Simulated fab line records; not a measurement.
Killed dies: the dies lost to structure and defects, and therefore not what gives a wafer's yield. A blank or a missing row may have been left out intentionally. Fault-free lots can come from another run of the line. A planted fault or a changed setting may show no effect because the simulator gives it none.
Which of the tools did it? -- flow berkeley_cmos170 -- 15 lots with 44 wafers sampled at 5 steps, on a route of 331 steps

== WHAT THE GAUGES READ, wafer by wafer ==
UCB170_SILICIDE_RS_MEAS_02: measurement is done with a four-point probe. Usual: SILICIDE_TI_RS typically reads 26.0 ohm/sq, with standard deviation 0.44.
lot,measured,on,SILICIDE_TI_RS (ohm/sq),flag
L316,day 8 11:23,film_metro-02,26.1 26.2 26.3,
L315,day 8 11:38,film_metro-03,26.7 26.8 26.4,
L314,day 8 11:44,film_metro-01,26.7 26.9 26.1,
L318,day 8 19:09,film_metro-01,26.0 25.8 26.2,
L317,day 8 19:22,film_metro-02,25.6 25.8 25.7,
L319,day 9 13:44,film_metro-01,26.3 26.0 26.1,
L320,day 9 14:21,film_metro-02,26.0 26.1 26.1,
L322,day 9 23:54,film_metro-01,26.0 25.9 25.7,
L321,day 10 00:27,film_metro-03,25.8 25.8 25.6,
L323,day 10 08:24,film_metro-03,25.9 26.1 25.6,
L328,day 11 01:07,film_metro-03,26.1 26.6 26.2,
L327,day 11 01:50,film_metro-01,25.3 25.6 25.6,
L330,day 11 11:03,film_metro-02,25.9 25.9 25.1,
L331,day 12 05:04,film_metro-02,25.8 26.5,
L335,day 12 11:32,film_metro-01,25.6 26.0 25.6,

UCB170_CONTACT_CD_MEAS_15: the cd target is 700 nm. Usual: 699.8 nm for cd_nm, sd 1.3.
lot,measured,on,cd_nm (nm),flag
L316,day 8 17:25,cd_sem-02,702.2 701.9 700.8,
L315,day 8 16:48,cd_sem-02,697.5 699.3 698.7,
L314,day 8 17:09,cd_sem-02,699.5 697.8 697.0,
L318,day 8 23:12,cd_sem-02,699.2 699.5 700.2,
L317,day 8 23:28,cd_sem-01,700.2 699.5 699.8,
L319,day 9 17:50,cd_sem-01,698.9 699.3 699.0,
L320,day 9 18:19,cd_sem-02,701.4 701.1 699.8,
L322,day 10 06:25,cd_sem-01,700.7 700.2 700.6,
L321,day 10 06:44,cd_sem-01,697.0 695.9 697.4,
L323,day 10 16:46,cd_sem-01,701.7 699.8 699.7,
L328,day 11 06:39,cd_sem-02,700.3 701.0 700.8,
L327,day 11 06:59,cd_sem-02,700.6 700.8 700.0,
L330,day 11 15:40,cd_sem-02,701.4 699.1 700.3,
L331,day 12 09:16,cd_sem-02,699.6 702.0,
L335,day 12 19:56,cd_sem-02,699.2 698.3 698.1,

UCB170_V1_THK_MEAS_01. Usual: V1_TEOS_THK typically reads 2003 nm, with standard deviation 27.
lot,measured,on,V1_TEOS_THK (nm),flag
L316,day 8 22:05,film_metro-04,1971 2008 1958,
L315,day 8 20:37,film_metro-03,1999 2046 2020,
L314,day 8 21:58,film_metro-04,1985 2029 2036,
L318,day 9 03:10,film_metro-01,2008 1974 2014,
L317,day 9 04:30,film_metro-01,1963 2002 2036,
L319,day 9 21:41,film_metro-04,1975 1983 2022,
L320,day 9 23:02,film_metro-01,2012 2028 2082,
L322,day 10 10:31,film_metro-01,2008 2037 2011,
L321,day 10 11:51,film_metro-01,2020 2040 2023,
L323,day 11 02:08,film_metro-04,2018 1994 2006,
L328,day 11 10:58,film_metro-04,1976 1963 1978,
L327,day 11 12:19,film_metro-01,2005 1980 2004,
L330,day 11 20:47,film_metro-04,1960 1985 2024,
L331,day 12 20:23,film_metro-01,1999 1998,
L335,day 13 01:06,film_metro-03,2006 1966 2010,

UCB170_V1_OVL_MEAS_13. Usual: V1_OVL typically reads 0 nm, with standard deviation 4.5.
lot,measured,on,V1_OVL (nm),flag
L316,day 9 00:05,overlay-02,-1 -3 8,
L315,day 8 22:18,overlay-01,2 -3 6,
L314,day 8 23:49,overlay-02,1 -2 -3,
L318,day 9 05:38,overlay-01,6 9 7,
L317,day 9 07:42,overlay-01,5 -2 8,
L319,day 10 00:18,overlay-01,1 4 0,
L320,day 10 01:23,overlay-01,3 -3 1,
L322,day 10 12:20,overlay-01,2 -1 4,
L321,day 10 13:48,overlay-02,4 2 -10,
L323,day 11 04:27,overlay-01,1 4 4,
L328,day 11 12:56,overlay-01,64 65 60 63 66 59,OFF
L327,day 11 14:15,overlay-01,59 65 55 61 64 57,OFF
L330,day 11 23:25,overlay-02,55 62 57 54 63 56,OFF
L331,day 12 23:20,overlay-01,60 64 61 66,OFF
L335,day 13 04:02,overlay-02,0 1 -4,

== WHAT TOOL EACH LOT RAN ON (gives the tool, then ch and the chambers of the sampled wafers, and finally the start) ==
lot,UCB170_V1_EXPOSE_09
L316,"krf_scanner-02 ch 0, day 8 23:35"
L315,"krf_scanner-02 ch 0, day 8 21:49"
L314,"krf_scanner-01 ch 0, day 8 23:17"
L318,"krf_scanner-01 ch 0, day 9 04:28"
L317,"krf_scanner-02 ch 0, day 9 06:47"
L319,"krf_scanner-02 ch 0, day 9 23:47"
L320,"krf_scanner-02 ch 0, day 10 00:55"
L322,"krf_scanner-01 ch 0, day 10 11:50"
L321,"krf_scanner-02 ch 0, day 10 13:10"
L323,"krf_scanner-01 ch 0, day 11 03:54"
L328,"krf_scanner-02 ch 0, day 11 12:22"
L327,"krf_scanner-02 ch 0, day 11 13:33"
L330,"krf_scanner-02 ch 0, day 11 22:41"
L331,"krf_scanner-02 ch 0, day 12 22:46"
L335,"krf_scanner-01 ch 0, day 13 03:32"
- UCB170_V1_EXPOSE_09: exposes mask VIA1, target cd 700 nm.

== AS READ BY THE TOOLS THEMSELVES (means over the sampled wafers that have a number; for cases with no such wafer, the mark the record gives instead) ==
The record holds no such reading with a usual standard deviation.

== THE ANSWER, worked out from the rows above alone ==
Rule: lot off if the mean of its wafers having a number is beyond 3 standard deviations from the usual mean. Also off: a lot with no number at a reading for which 4 or more lots have one. The other lots that the step has rows for count as sound. Order of review: gauges by route order, followed by the tools' own readings, for which a lot's mean as printed above is used. The first step at which some lot is off is used, and at that step the reading that is off furthest; a lot without a number counts as furthest.
Off: at UCB170_V1_OVL_MEAS_13 (V1_OVL), L328, L327, L330, L331.
A tool fits if, at a process step before that reading, it ran every lot that is off, and no sound lot after the first of them. Gauges at UCB170_V1_OVL_MEAS_13: tried the same way as those tools. One candidate fits, namely krf_scanner-02 at UCB170_V1_EXPOSE_09. A fault onset in the window from L321 (day 10 13:10, its last sound lot) to L328 (day 11 12:22, its first lot off) fits.

== WHAT THE SIMULATOR HAD INSERTED ==
Scanner matching overlay: krf_scanner-02, from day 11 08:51 on, at UCB170_V1_EXPOSE_09. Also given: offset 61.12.
Struck lots among those shown: L328, L327, L330, L331. The same result came from the rule above.
